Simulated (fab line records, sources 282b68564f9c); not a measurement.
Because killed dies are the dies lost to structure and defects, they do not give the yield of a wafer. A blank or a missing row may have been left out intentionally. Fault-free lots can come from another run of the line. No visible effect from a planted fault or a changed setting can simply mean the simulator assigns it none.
fab line records	flow rit_cmos
record lots=14	wafers=42	last_day=7
route steps=202 shown ACTIVE@1 NWELL@37 NRETRO@61 M1@202
lots with no fault: from the same line, run without faults
start_h: hours from the record's first day to the start of the lot's first wafer shown	wait_h: hours from the lot's prior step to this one	" unchanged from the row above	L1.1+2: one row covering several wafers at once	- no value, or no start was given	* or withheld: withheld	< > ~ a bound
route shown NAME@n: a module of which the file shows steps, and the number in the route of the first	usual: mean and standard deviation over wafers with no fault	same: alike in all rows	chamber/n: place in a boat	sites: per-site readings	_std_site: standard deviation across them	_edge_site: mean of outer sites minus mean of inner sites	radius_mm: how far each site lies from the wafer's centre	mask NAME#n: copy n	behind: the tool/chamber that last shaped the wafer	hold: why the lot went on hold/how many hours it stayed there/how the hold came to an end	device: transistor that didn't switch, given as n, p or np	end of line: tests run on the same wafers once the route is complete	a step given without rows: its recipe and nothing more	killed: the dies lost at the first sort to structure and to defects; this is not the yield of the wafer	map: the dies of a wafer, with x for killed, . for not killed, _ for no die there
set.NAME: the setting the step ran with; set.NAME@STEP: the setting that earlier step ran with	model.NAME: the simulator's own value behind a step, which no gauge read
route steps across a sampled set of lots; one table per step, one row per wafer
services: when a tool's chamber went out of use (start_h, in hours from the record's first day, below 0 if earlier), for how many hours, and the reason
## steps
# step RIT_ACTIVE_BOW_MEAS_00
# recipe mode=bow
# usual INCOMING_BOW=0/5.5
lot.wafer	tool	chamber	start_h	wait_h	INCOMING_BOW[um]
L646.1	film_metro-04	-	10.00	-	7
L646.4	"	-	"	"	0
L646.6	"	-	"	"	12
L647.2	film_metro-03	-	15.02	-	-4
L647.3	"	-	"	"	4
L647.4	"	-	"	"	-3
L648.1	film_metro-01	-	20.00	-	1
L648.2	"	-	"	"	1
L648.5	"	-	"	"	4
L649.2	film_metro-04	-	25.02	-	0
L649.5	"	-	"	"	-1
L649.6	"	-	"	"	5
L650.2	film_metro-03	-	30.02	-	3
L650.3	"	-	"	"	0
L650.4	"	-	"	"	7
L651.3	film_metro-01	-	35.04	-	1
L651.4	"	-	"	"	-3
L651.6	"	-	"	"	-3
L657.2	film_metro-03	-	65.02	-	7
L657.4	"	-	"	"	3
L657.5	"	-	"	"	1
L658.2	film_metro-01	-	70.02	-	-4
L658.3	"	-	"	"	-4
L658.4	"	-	"	"	-4
L659.2	film_metro-01	-	75.02	-	-4
L659.3	"	-	"	"	-2
L659.4	"	-	"	"	3
L662.1	film_metro-01	-	90.00	-	-3
L662.3	"	-	"	"	9
L662.6	"	-	"	"	-1
L664.3	film_metro-04	-	100.04	-	-2
L664.5	"	-	"	"	14
L664.6	"	-	"	"	6
L666.1	film_metro-01	-	110.00	-	2
L666.3	"	-	"	"	-1
L666.6	"	-	"	"	-5
L667.2	film_metro-03	-	115.02	-	0
L667.4	"	-	"	"	-10
L667.5	"	-	"	"	2
L669.2	film_metro-04	-	125.02	-	7
L669.5	"	-	"	"	-1
L669.6	"	-	"	"	4
# step RIT_ACTIVE_CD_MEAS_90
# recipe target_cd_nm=1400
# usual cd_nm=1401.2/2.2
lot.wafer	tool	chamber	start_h	wait_h	cd_nm
L646.1	cd_sem-02	-	16.03	0.1	1400.4
L646.4	"	-	"	"	1401.2
L646.6	"	-	"	"	1402.7
L647.2	cd_sem-02	-	23.04	0.1	1401.9
L647.3	"	-	"	"	1400.7
L647.4	"	-	"	"	1402.4
L648.1	cd_sem-02	-	25.09	0.2	1402.3
L648.2	"	-	"	"	1403.2
L648.5	"	-	"	"	1401.5
L649.2	cd_sem-01	-	30.16	0.1	1402.3
L649.5	"	-	"	"	1401.2
L649.6	"	-	"	"	1403.5
L650.2	cd_sem-02	-	35.20	0.2	1403.6
L650.3	"	-	"	"	1404.1
L650.4	"	-	"	"	1402.9
L651.3	cd_sem-01	-	40.06	0.1	1399.8
L651.4	"	-	"	"	1397.5
L651.6	"	-	"	"	1398.6
L657.2	cd_sem-01	-	70.16	0.1	1400.8
L657.4	"	-	"	"	1402.7
L657.5	"	-	"	"	1401.1
L658.2	cd_sem-01	-	75.04	0.1	1399.8
L658.3	"	-	"	"	1401.3
L658.4	"	-	"	"	1398.5
L659.2	cd_sem-01	-	80.16	0.1	1403.6
L659.3	"	-	"	"	1403.3
L659.4	"	-	"	"	1401.2
L662.1	cd_sem-01	-	95.88	0.1	1404.6
L662.3	"	-	"	"	1404.3
L662.6	"	-	"	"	1404.7
L664.3	cd_sem-02	-	105.06	0.1	1402.3
L664.5	"	-	"	"	1403.1
L664.6	"	-	"	"	1403.1
L666.1	cd_sem-01	-	115.02	0.1	1399.0
L666.3	"	-	"	"	1399.4
L666.6	"	-	"	"	1401.3
L667.2	cd_sem-02	-	120.16	0.1	1402.2
L667.4	"	-	"	"	1401.6
L667.5	"	-	"	"	1399.5
L669.2	cd_sem-01	-	130.16	0.1	1399.2
L669.5	"	-	"	"	1398.4
L669.6	"	-	"	"	1399.0
# step RIT_NWELL_STRIP_09
# recipe chemistry=O2	time_s=180	resist=NOVOLAK	platen_temp_c=withheld	power_w=500	pressure_mtorr=4000	o2_flow_sccm=4000
# usual drypump_motor_current_A=5.5/0.59
# same time_s=180
lot.wafer	tool	chamber	start_h	wait_h	drypump_motor_current_A	rf_hours_counter_h
L646.1	plasma_asher-01	1	25.02	0.1	5.0	40
L646.4	"	1	"	"	5.1	-
L646.6	"	0	"	"	5.4	-
L647.2	plasma_asher-03	0	28.58	0.1	5.6	39
L647.3	"	1	"	"	6.6	-
L647.4	"	0	"	"	5.5	-
L648.1	plasma_asher-03	0	32.24	0.1	5.6	39
L648.2	"	1	"	"	6.5	39
L648.5	"	0	"	"	5.6	-
L649.2	plasma_asher-03	1	36.07	0.1	6.6	40
L649.5	"	0	"	"	5.6	-
L649.6	"	1	"	"	6.6	-
L650.2	plasma_asher-01	1	42.17	0.1	5.1	42
L650.3	"	0	"	"	5.4	-
L650.4	"	1	"	"	5.1	-
L651.3	plasma_asher-01	1	45.89	0.1	5.0	-
L651.4	"	0	"	"	5.4	-
L651.6	"	1	"	"	5.1	-
L657.2	plasma_asher-01	1	75.76	0.1	5.0	45
L657.4	"	0	"	"	5.4	-
L657.5	"	0	"	"	5.4	-
L658.2	plasma_asher-03	0	80.70	0.1	5.6	44
L658.3	"	1	"	"	6.6	-
L658.4	"	0	"	"	5.6	-
L659.2	plasma_asher-01	0	85.92	0.1	5.4	47
L659.3	"	0	"	"	5.4	-
L659.4	"	1	"	"	5.1	-
L662.1	plasma_asher-04	1	101.63	0.1	4.7	48
L662.3	"	1	"	"	4.7	-
L662.6	"	0	"	"	6.2	-
L664.3	plasma_asher-04	0	112.32	0.1	6.2	-
L664.5	"	0	"	"	6.2	-
L664.6	"	1	"	"	4.7	-
L666.1	plasma_asher-03	0	121.48	0.1	5.5	49
L666.3	"	0	"	"	5.5	-
L666.6	"	1	"	"	6.6	-
L667.2	plasma_asher-01	1	125.76	0.1	5.0	1
L667.4	"	0	"	"	5.4	-
L667.5	"	0	"	"	5.4	-
L669.2	plasma_asher-03	1	135.69	0.1	6.6	50
L669.5	"	1	"	"	6.6	-
L669.6	"	0	"	"	5.6	-
# step RIT_NRETRO_IMPLANT_08
# recipe species=P	energy_kev=70	dose_cm2=1e+13	tilt_deg=7
# usual dose_ions_cm2=1e+13/1.1e+10	faraday_current_uA=31.7/0.66
lot.wafer	tool	chamber	start_h	wait_h	dose_ions_cm2	faraday_current_uA
L646.1	implanter-04	0	34.12	0.2	1.0019e+13	32.0
L646.4	"	0	"	"	1.0003e+13	31.0
L646.6	"	0	"	"	1.0015e+13	30.9
L647.2	implanter-04	0	38.64	0.2	9.993e+12	31.6
L647.3	"	0	"	"	9.984e+12	32.0
L647.4	"	0	"	"	1.0009e+13	31.5
L648.1	implanter-03	0	40.68	0.2	1.0005e+13	31.2
L648.2	"	0	"	"	1.0009e+13	30.6
L648.5	"	0	"	"	9.993e+12	32.2
L649.2	implanter-04	0	44.79	0.2	9.98e+12	32.0
L649.5	"	0	"	"	9.997e+12	32.6
L649.6	"	0	"	"	9.997e+12	31.3
L650.2	implanter-04	0	50.47	0.2	1.0017e+13	31.9
L650.3	"	0	"	"	1.0017e+13	31.2
L650.4	"	0	"	"	1.0006e+13	31.4
L651.3	implanter-02	0	55.58	0.2	9.993e+12	32.5
L651.4	"	0	"	"	9.999e+12	32.6
L651.6	"	0	"	"	9.991e+12	31.1
L657.2	implanter-03	0	84.18	0.2	8.3e+12	26.9
L657.4	"	0	"	"	8.29e+12	26.1
L657.5	"	0	"	"	8.275e+12	26.2
L658.2	implanter-03	0	89.46	0.2	8.316e+12	26.5
L658.3	"	0	"	"	8.294e+12	27.1
L658.4	"	0	"	"	8.302e+12	25.7
L659.2	implanter-02	0	94.35	0.2	1.002e+13	32.2
L659.3	"	0	"	"	9.989e+12	31.4
L659.4	"	0	"	"	1.0017e+13	31.3
L662.1	implanter-04	0	110.16	0.2	9.997e+12	30.9
L662.3	"	0	"	"	1.0015e+13	32.6
L662.6	"	0	"	"	9.989e+12	30.4
L664.3	implanter-02	0	120.99	0.2	9.995e+12	31.7
L664.5	"	0	"	"	9.99e+12	31.1
L664.6	"	0	"	"	9.979e+12	32.4
L666.1	implanter-02	0	130.89	0.2	9.989e+12	31.1
L666.3	"	0	"	"	9.995e+12	31.7
L666.6	"	0	"	"	1.0007e+13	31.6
L667.2	implanter-04	0	134.38	0.2	1.0008e+13	32.1
L667.4	"	0	"	"	1.0002e+13	32.0
L667.5	"	0	"	"	1.001e+13	31.9
L669.2	implanter-04	0	144.08	0.2	1.0018e+13	32.0
L669.5	"	0	"	"	1.0002e+13	31.6
L669.6	"	0	"	"	1.0006e+13	30.9
# step RIT_NRETRO_TW_MEAS_10
# usual NRETRO_TW=1035/11
lot.wafer	tool	chamber	start_h	wait_h	NRETRO_TW
L646.1	film_metro-04	-	34.45	0.1	1051
L646.4	"	-	"	"	1049
L646.6	"	-	"	"	1040
L647.2	film_metro-03	-	38.95	0.1	1033
L647.3	"	-	"	"	1035
L647.4	"	-	"	"	1032
L648.1	film_metro-04	-	41.01	0.1	1048
L648.2	"	-	"	"	1046
L648.5	"	-	"	"	1049
L649.2	film_metro-04	-	45.10	0.1	1046
L649.5	"	-	"	"	1048
L649.6	"	-	"	"	1042
L650.2	film_metro-04	-	50.78	0.1	1051
L650.3	"	-	"	"	1046
L650.4	"	-	"	"	1054
L651.3	film_metro-03	-	55.88	0.1	1036
L651.4	"	-	"	"	1032
L651.6	"	-	"	"	1032
L657.2	film_metro-04	-	84.49	0.1	994
L657.4	"	-	"	"	988
L657.5	"	-	"	"	988
L658.2	film_metro-04	-	89.77	0.1	992
L658.3	"	-	"	"	985
L658.4	"	-	"	"	985
L659.2	film_metro-01	-	94.66	0.1	1019
L659.3	"	-	"	"	1024
L659.4	"	-	"	"	1024
L662.1	film_metro-01	-	110.48	0.1	1028
L662.3	"	-	"	"	1019
L662.6	"	-	"	"	1021
L664.3	film_metro-03	-	121.29	0.1	1028
L664.5	"	-	"	"	1031
L664.6	"	-	"	"	1027
L666.1	film_metro-01	-	131.21	0.1	1021
L666.3	"	-	"	"	1023
L666.6	"	-	"	"	1028
L667.2	film_metro-03	-	134.69	0.1	1033
L667.4	"	-	"	"	1034
L667.5	"	-	"	"	1033
L669.2	film_metro-01	-	144.39	0.1	1031
L669.5	"	-	"	"	1028
L669.6	"	-	"	"	1027
# step RIT_M1_PROBE_99
# usual killed_at_contacts=0.1/0.27	killed_at_front_end=6.1/2.9	killed_dies=6.2/2.9	killed_open=3.2/1.9	killed_short=3/1.9
# same gross_dies=264	killed_at_M0_to_M3=0	killed_at_M4_up=0	killed_at_back_side=0	killed_at_other=0
lot.wafer	tool	chamber	start_h	wait_h	killed_at_contacts	killed_at_front_end	killed_dies	killed_open	killed_short
L646.1	prober-02	-	62.46	0.1	0	5	5	3	2
L646.4	prober-02	-	62.61	0.2	0	7	7	6	1
L646.6	prober-02	-	62.71	0.2	0	5	5	0	5
L647.2	prober-01	-	66.92	0.1	0	6	6	2	4
L647.3	prober-01	-	66.97	0.2	0	2	2	2	0
L647.4	prober-01	-	67.02	0.2	0	9	9	4	5
L648.1	prober-02	-	68.37	0.1	0	8	8	3	5
L648.2	prober-02	-	68.42	0.1	0	6	6	3	3
L648.5	prober-02	-	68.57	0.2	0	10	10	7	3
L649.2	prober-01	-	75.11	0.1	1	10	11	7	4
L649.5	prober-01	-	75.26	0.2	0	8	8	5	3
L649.6	prober-01	-	75.31	0.2	0	12	12	5	7
L650.2	prober-02	-	77.73	0.1	0	10	10	6	4
L650.3	prober-02	-	77.78	0.2	0	3	3	1	2
L650.4	prober-02	-	77.83	0.2	0	4	4	3	1
L651.3	prober-02	-	84.03	0.2	0	5	5	2	3
L651.4	prober-02	-	84.08	0.2	0	2	2	1	1
L651.6	prober-02	-	84.18	0.2	0	2	2	0	2
L657.2	prober-01	-	111.81	0.1	0	5	5	4	1
L657.4	prober-01	-	111.91	0.2	0	6	6	4	2
L657.5	prober-01	-	111.96	0.2	0	4	4	3	1
L658.2	prober-02	-	116.75	0.1	0	4	4	2	2
L658.3	prober-02	-	116.80	0.2	1	8	9	4	5
L658.4	prober-02	-	116.85	0.2	0	12	12	7	5
L659.2	prober-01	-	122.66	0.1	0	8	8	2	6
L659.3	prober-01	-	122.71	0.2	0	6	6	4	2
L659.4	prober-01	-	122.76	0.2	0	12	12	5	7
L662.1	prober-02	-	136.86	0.1	1	7	8	5	3
L662.3	prober-02	-	136.96	0.2	0	9	9	3	6
L662.6	prober-02	-	137.11	0.2	0	3	3	0	3
L664.3	prober-02	-	148.54	0.2	0	7	7	3	4
L664.5	prober-02	-	148.64	0.2	0	2	2	1	1
L664.6	prober-02	-	148.69	0.2	0	7	7	4	3
L666.1	prober-02	-	158.67	0.1	0	12	12	5	7
L666.3	prober-02	-	158.77	0.2	0	2	2	1	1
L666.6	prober-02	-	158.92	0.2	0	3	3	2	1
L667.2	prober-01	-	161.58	0.1	0	7	7	2	5
L667.4	prober-01	-	161.68	0.2	0	12	12	5	7
L667.5	prober-01	-	161.73	0.2	0	8	8	3	5
L669.2	prober-01	-	174.28	0.1	0	5	5	3	2
L669.5	prober-01	-	174.43	0.2	0	6	6	5	1
L669.6	prober-01	-	174.48	0.2	0	7	7	4	3
# killed by level:class
L646.1 SPACER:geometric_particle:open=2 FOX1:geometric_particle:short=1 GATE:geometric_particle:short=1 GATE:geometric_particle:open=1
L646.4 SPACER:geometric_particle:open=3 GATE:geometric_particle:short=1 GATE:geometric_particle:open=1 REOX:geometric_particle:open=1 SILICIDE:geometric_particle:open=1
L646.6 GATE:geometric_particle:short=3 FOX2:geometric_particle:short=1 REOX:geometric_particle:short=1
L647.2 FOX1:geometric_particle:open=2 GATE:geometric_particle:short=1 REOX:geometric_particle:short=1 SPACER:geometric_particle:short=1 SILICIDE:geometric_particle:short=1
L647.3 GATE:geometric_particle:open=1 REOX:geometric_particle:open=1
L647.4 SPACER:geometric_particle:short=3 ACTIVE:geometric_particle:short=1 FOX1:geometric_particle:short=1 GATE:geometric_particle:open=1 REOX:geometric_particle:open=1 SPACER:geometric_particle:open=1 SILICIDE:geometric_particle:open=1
L648.1 GATE:geometric_particle:short=3 GATE:geometric_particle:open=2 FOX2:geometric_particle:open=1 REOX:geometric_particle:short=1 SPACER:geometric_particle:short=1
L648.2 GATE:geometric_particle:short=2 FOX1:geometric_particle:open=1 FOX1:geometric_particle:short=1 SPACER:geometric_particle:open=1 SILICIDE:geometric_particle:open=1
L648.5 GATE:geometric_particle:open=5 FOX1:geometric_particle:short=2 FOX1:geometric_particle:open=1 SPACER:geometric_particle:open=1 SILICIDE:geometric_particle:short=1
L649.2 GATE:geometric_particle:short=4 FOX1:geometric_particle:open=3 GATE:geometric_particle:open=2 REOX:geometric_particle:open=1 CONTACT:geometric_particle:open=1
L649.5 GATE:geometric_particle:open=3 GATE:geometric_particle:short=2 FOX1:geometric_particle:open=1 REOX:geometric_particle:short=1 SPACER:geometric_particle:open=1
L649.6 GATE:geometric_particle:open=3 FOX1:geometric_particle:short=2 GATE:geometric_particle:short=2 SILICIDE:geometric_particle:open=2 FOX2:geometric_particle:short=1 SPACER:geometric_particle:short=1 SILICIDE:geometric_particle:short=1
L650.2 REOX:geometric_particle:short=2 GATE:geometric_particle:open=2 FOX2:geometric_particle:open=1 FOX2:geometric_particle:short=1 REOX:geometric_particle:open=1 SPACER:geometric_particle:short=1 SPACER:geometric_particle:open=1 SILICIDE:geometric_particle:open=1
L650.3 FOX2:geometric_particle:open=1 SPACER:geometric_particle:short=1 STARTING-WAFER:geometric_particle:short=1
L650.4 FOX2:geometric_particle:open=1 GATE:geometric_particle:open=1 GATE:geometric_particle:short=1 SILICIDE:geometric_particle:open=1
L651.3 SILICIDE:geometric_particle:short=3 GATE:geometric_particle:open=1 SPACER:geometric_particle:open=1
L651.4 SPACER:geometric_particle:short=1 SPACER:geometric_particle:open=1
L651.6 FOX1:geometric_particle:short=1 GATE:geometric_particle:short=1
L657.2 FOX1:geometric_particle:open=1 GATE:geometric_particle:open=1 REOX:geometric_particle:open=1 SPACER:geometric_particle:open=1 SPACER:geometric_particle:short=1
L657.4 SPACER:geometric_particle:open=2 FOX2:geometric_particle:open=1 REOX:geometric_particle:short=1 SPACER:geometric_particle:short=1 SILICIDE:geometric_particle:open=1
L657.5 FOX1:geometric_particle:open=1 FOX2:geometric_particle:open=1 SILICIDE:geometric_particle:short=1 SILICIDE:geometric_particle:open=1
L658.2 FOX1:geometric_particle:open=2 FOX2:geometric_particle:short=1 SPACER:geometric_particle:short=1
L658.3 GATE:geometric_particle:short=2 SPACER:geometric_particle:short=2 FOX1:geometric_particle:open=1 FOX2:geometric_particle:open=1 SILICIDE:geometric_particle:open=1 SILICIDE:geometric_particle:short=1 CONTACT:geometric_particle:open=1
L658.4 GATE:geometric_particle:open=6 FOX1:geometric_particle:short=3 GATE:geometric_particle:short=2 REOX:geometric_particle:open=1
L659.2 GATE:geometric_particle:short=2 SPACER:geometric_particle:short=2 FOX1:geometric_particle:open=1 FOX1:geometric_particle:short=1 FOX2:geometric_particle:open=1 FOX2:geometric_particle:short=1
L659.3 FOX1:geometric_particle:open=2 FOX1:geometric_particle:short=1 GATE:geometric_particle:open=1 GATE:geometric_particle:short=1 SILICIDE:geometric_particle:open=1
L659.4 FOX1:geometric_particle:short=2 FOX2:geometric_particle:short=2 FOX1:geometric_particle:open=1 GATE:geometric_particle:open=1 GATE:geometric_particle:short=1 REOX:geometric_particle:open=1 SPACER:geometric_particle:open=1 SPACER:geometric_particle:short=1
L662.1 FOX1:geometric_particle:open=1 FOX1:geometric_particle:short=1 FOX2:geometric_particle:open=1 GATE:geometric_particle:short=1 GATE:geometric_particle:open=1 REOX:geometric_particle:open=1 SPACER:geometric_particle:open=1 CONTACT:geometric_particle:short=1
L662.3 FOX1:geometric_particle:short=3 FOX1:geometric_particle:open=1 GATE:geometric_particle:short=1 GATE:geometric_particle:open=1 REOX:geometric_particle:short=1 REOX:geometric_particle:open=1 SILICIDE:geometric_particle:short=1
L662.6 SPACER:geometric_particle:short=2 REOX:geometric_particle:short=1
L664.3 FOX1:geometric_particle:short=1 FOX2:geometric_particle:open=1 FOX2:geometric_particle:short=1 GATE:geometric_particle:open=1 GATE:geometric_particle:short=1 SPACER:geometric_particle:short=1 SILICIDE:geometric_particle:open=1
L664.5 REOX:geometric_particle:open=1 SPACER:geometric_particle:short=1
L664.6 GATE:geometric_particle:short=2 FOX1:geometric_particle:open=1 GATE:geometric_particle:open=1 REOX:geometric_particle:open=1 REOX:geometric_particle:short=1 SILICIDE:geometric_particle:open=1
L666.1 GATE:geometric_particle:short=2 REOX:geometric_particle:open=2 REOX:geometric_particle:short=2 FOX1:geometric_particle:short=1 FOX2:geometric_particle:short=1 GATE:geometric_particle:open=1 SPACER:geometric_particle:open=1 SPACER:geometric_particle:short=1
L666.3 SPACER:geometric_particle:short=1 SILICIDE:geometric_particle:open=1
L666.6 GATE:geometric_particle:open=2 REOX:geometric_particle:short=1
L667.2 GATE:geometric_particle:short=2 REOX:geometric_particle:short=2 FOX1:geometric_particle:open=1 GATE:geometric_particle:open=1 SPACER:geometric_particle:short=1
L667.4 GATE:geometric_particle:short=5 GATE:geometric_particle:open=3 REOX:geometric_particle:open=2 FOX1:geometric_particle:short=1 SPACER:geometric_particle:short=1
L667.5 GATE:geometric_particle:short=2 REOX:geometric_particle:short=2 FOX2:geometric_particle:open=1 FOX2:geometric_particle:short=1 REOX:geometric_particle:open=1 SILICIDE:geometric_particle:open=1
L669.2 GATE:geometric_particle:short=2 GATE:geometric_particle:open=2 FOX1:geometric_particle:open=1
L669.5 GATE:geometric_particle:open=2 SPACER:geometric_particle:open=2 FOX1:geometric_particle:open=1 GATE:geometric_particle:short=1
L669.6 SPACER:geometric_particle:open=2 FOX2:geometric_particle:short=1 GATE:geometric_particle:open=1 GATE:geometric_particle:short=1 REOX:geometric_particle:open=1 SILICIDE:geometric_particle:short=1
## services
tool	chamber	start_h	hours	kind
implanter-04	-	26.86	0.5	repair
plasma_asher-01	-	108.85	9.0	pm
plasma_asher-01	0	108.85	9.0	vent_cycle
plasma_asher-01	1	108.85	9.0	vent_cycle
plasma_asher-01	0	117.85	-	clean
plasma_asher-01	1	117.85	-	clean
## key
first_sign step=RIT_NRETRO_IMPLANT_08	reading=dose_ions_cm2	direction=down	sigmas=99+	usual=1e+13	struck=8.296e+12
effect step=RIT_NRETRO_IMPLANT_08	reading=faraday_current_uA	direction=down	sigmas=8	usual=31.7	struck=26.4
effect step=RIT_NRETRO_TW_MEAS_10	reading=NRETRO_TW	direction=down	sigmas=4.2	usual=1035	struck=989
met_at RIT_NRETRO_IMPLANT_08
struck_lots L657,L658
tester_left_out L657,L658
not_acting_at RIT_ACTIVE_BOW_MEAS_00,RIT_ACTIVE_CD_MEAS_90,RIT_NWELL_STRIP_09
onset_between 40.68 84.18
fault kind=process_parameter_drift	tool=implanter-03	chamber=-	onset_h=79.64	steps=RIT_NRETRO_IMPLANT_08	channel=dose_cm2	offset=-1.7e+12	shape=step	end_h=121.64	acts_in=these_recipes_only	stated=1e+13
# tester_left_out: of these lots the tester's yield and bins aren't shown, on N5 and GAA mostly nor the transistor test; their killed dies are dies lost to structure and defects alone, not to doping, threshold or leakage, so they don't give the yield
